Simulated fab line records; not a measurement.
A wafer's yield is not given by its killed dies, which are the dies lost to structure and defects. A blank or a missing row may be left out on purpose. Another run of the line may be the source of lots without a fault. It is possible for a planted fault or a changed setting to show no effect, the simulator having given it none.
Which tool is to blame? / flow rit cmos / Sampling: 15 lots, 45 wafers, 2 of 202 route steps

== WHAT THE GAUGES READ, wafer by wafer ==
RIT_ACTIVE_CD_MEAS_11 targets a cd of 1400 nm. Usual: cd nm reads 1400.4 nm (standard deviation 2.3).
lot=L960; measured=day 1 14:37; on=cd sem-02; cd nm (nm)=1398.4 1397.5 1396.9; flag=
lot=L962; measured=day 2 01:49; on=cd sem-01; cd nm (nm)=1401.0 1400.2 1398.9; flag=
lot=L963; measured=day 2 06:11; on=cd sem-01; cd nm (nm)=1400.4 1400.3 1401.7; flag=
lot=L964; measured=day 2 10:35; on=cd sem-01; cd nm (nm)=1401.4 1401.9 1402.2; flag=
lot=L966; measured=day 2 21:12; on=cd sem-01; cd nm (nm)=1398.1 1399.2 1396.4; flag=
lot=L967; measured=day 3 01:37; on=cd sem-01; cd nm (nm)=1402.5 1404.0 1401.1; flag=
lot=L968; measured=day 3 07:39; on=cd sem-01; cd nm (nm)=1398.5 1398.6 1400.2; flag=
lot=L969; measured=day 3 12:32; on=cd sem-02; cd nm (nm)=1401.6 1403.7 1404.6; flag=
lot=L970; measured=day 3 16:26; on=cd sem-01; cd nm (nm)=1399.6 1398.2 1399.5; flag=
lot=L972; measured=day 4 02:28; on=cd sem-02; cd nm (nm)=1402.7 1402.5 1402.2; flag=
lot=L974; measured=day 4 12:36; on=cd sem-01; cd nm (nm)=1445.5 1442.2 1444.4; flag=OFF
lot=L975; measured=day 4 17:26; on=cd sem-01; cd nm (nm)=1401.1 1401.6 1401.7; flag=
lot=L976; measured=day 4 22:30; on=cd sem-02; cd nm (nm)=1438.8 1437.4 1438.4; flag=OFF
lot=L977; measured=day 5 03:34; on=cd sem-02; cd nm (nm)=1444.7 1446.8 1443.7; flag=OFF
lot=L983; measured=day 6 11:19; on=cd sem-02; cd nm (nm)=1403.1 1400.4 1401.0; flag=

== WHAT TOOL EACH LOT RAN ON (gives the tool, then ch and the chambers of the sampled wafers, and finally the start) ==
lot=L960; RIT_ACTIVE_DEVELOP_10=litho track-04 ch 0, day 1 14:00
lot=L962; RIT_ACTIVE_DEVELOP_10=litho track-04 ch 0, day 2 01:00
lot=L963; RIT_ACTIVE_DEVELOP_10=litho track-02 ch 0, day 2 06:00
lot=L964; RIT_ACTIVE_DEVELOP_10=litho track-04 ch 0, day 2 10:00
lot=L966; RIT_ACTIVE_DEVELOP_10=litho track-03 ch 0, day 2 21:00
lot=L967; RIT_ACTIVE_DEVELOP_10=litho track-02 ch 0, day 3 01:00
lot=L968; RIT_ACTIVE_DEVELOP_10=litho track-03 ch 0, day 3 07:00
lot=L969; RIT_ACTIVE_DEVELOP_10=litho track-03 ch 0, day 3 12:00
lot=L970; RIT_ACTIVE_DEVELOP_10=litho track-02 ch 0, day 3 16:00
lot=L972; RIT_ACTIVE_DEVELOP_10=litho track-02 ch 0, day 4 02:00
lot=L974; RIT_ACTIVE_DEVELOP_10=litho track-02 ch 0, day 4 12:00
lot=L975; RIT_ACTIVE_DEVELOP_10=litho track-04 ch 0, day 4 17:00
lot=L976; RIT_ACTIVE_DEVELOP_10=litho track-02 ch 0, day 4 22:00
lot=L977; RIT_ACTIVE_DEVELOP_10=litho track-02 ch 0, day 5 03:00
lot=L983; RIT_ACTIVE_DEVELOP_10=litho track-04 ch 0, day 6 11:00
- RIT_ACTIVE_DEVELOP_10: develop time 50 s.

== WHAT THE TOOLS THEMSELVES READ (means of the sampled wafers that have a number; where no wafer has one, the mark that the record gives instead) ==
RIT_ACTIVE_DEVELOP_10. Usual: chill plate temp C reads 22.99 C (standard deviation 0.1).
lot=L960; tool=litho track-04; chill plate temp C (C)=22.88; flag=
lot=L962; tool=litho track-04; chill plate temp C (C)=22.96; flag=
lot=L963; tool=litho track-02; chill plate temp C (C)=22.89; flag=
lot=L964; tool=litho track-04; chill plate temp C (C)=23.08; flag=
lot=L966; tool=litho track-03; chill plate temp C (C)=23.08; flag=
lot=L967; tool=litho track-02; chill plate temp C (C)=22.95; flag=
lot=L968; tool=litho track-03; chill plate temp C (C)=22.97; flag=
lot=L969; tool=litho track-03; chill plate temp C (C)=23.13; flag=
lot=L970; tool=litho track-02; chill plate temp C (C)=23.02; flag=
lot=L972; tool=litho track-02; chill plate temp C (C)=22.92; flag=
lot=L974; tool=litho track-02; chill plate temp C (C)=22.95; flag=
lot=L975; tool=litho track-04; chill plate temp C (C)=22.86; flag=
lot=L976; tool=litho track-02; chill plate temp C (C)=23.10; flag=
lot=L977; tool=litho track-02; chill plate temp C (C)=23.00; flag=
lot=L983; tool=litho track-04; chill plate temp C (C)=23.02; flag=

== THE ANSWER, worked out from the rows above alone ==
Rule: a lot counts as off when the mean over its wafers that have a number is more than 3 standard deviations away from the usual mean. A lot without any number at a reading at which 4 lots or more have one is off too. Any other lot the step has rows for is counted as sound. Order of review: gauges by route order, followed by the tools' own readings, for which a lot's mean as printed above is used. At the first step where some lot is off, the reading lying furthest off is the one used; lots without a number count as furthest.
Off, at RIT_ACTIVE_CD_MEAS_11 on cd nm: L974, L976, L977.
A tool fits if, at a process step before that reading, it ran every lot that is off, and no sound lot after the first of them. Gauges at RIT_ACTIVE_CD_MEAS_11: tried the same way as those tools. One candidate fits, namely litho track-02 at RIT_ACTIVE_DEVELOP_10. Its last sound lot is L972 (day 4 02:00), its first lot that is off L974 (day 4 12:00): a fault that began between those two fits.

== WHAT THE SIMULATOR HAD PUT IN ==
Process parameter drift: litho track-02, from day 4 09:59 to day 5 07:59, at RIT_ACTIVE_DEVELOP_10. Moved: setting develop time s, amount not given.
Shown lots that were struck: L974, L976, L977. The rule above found the same.
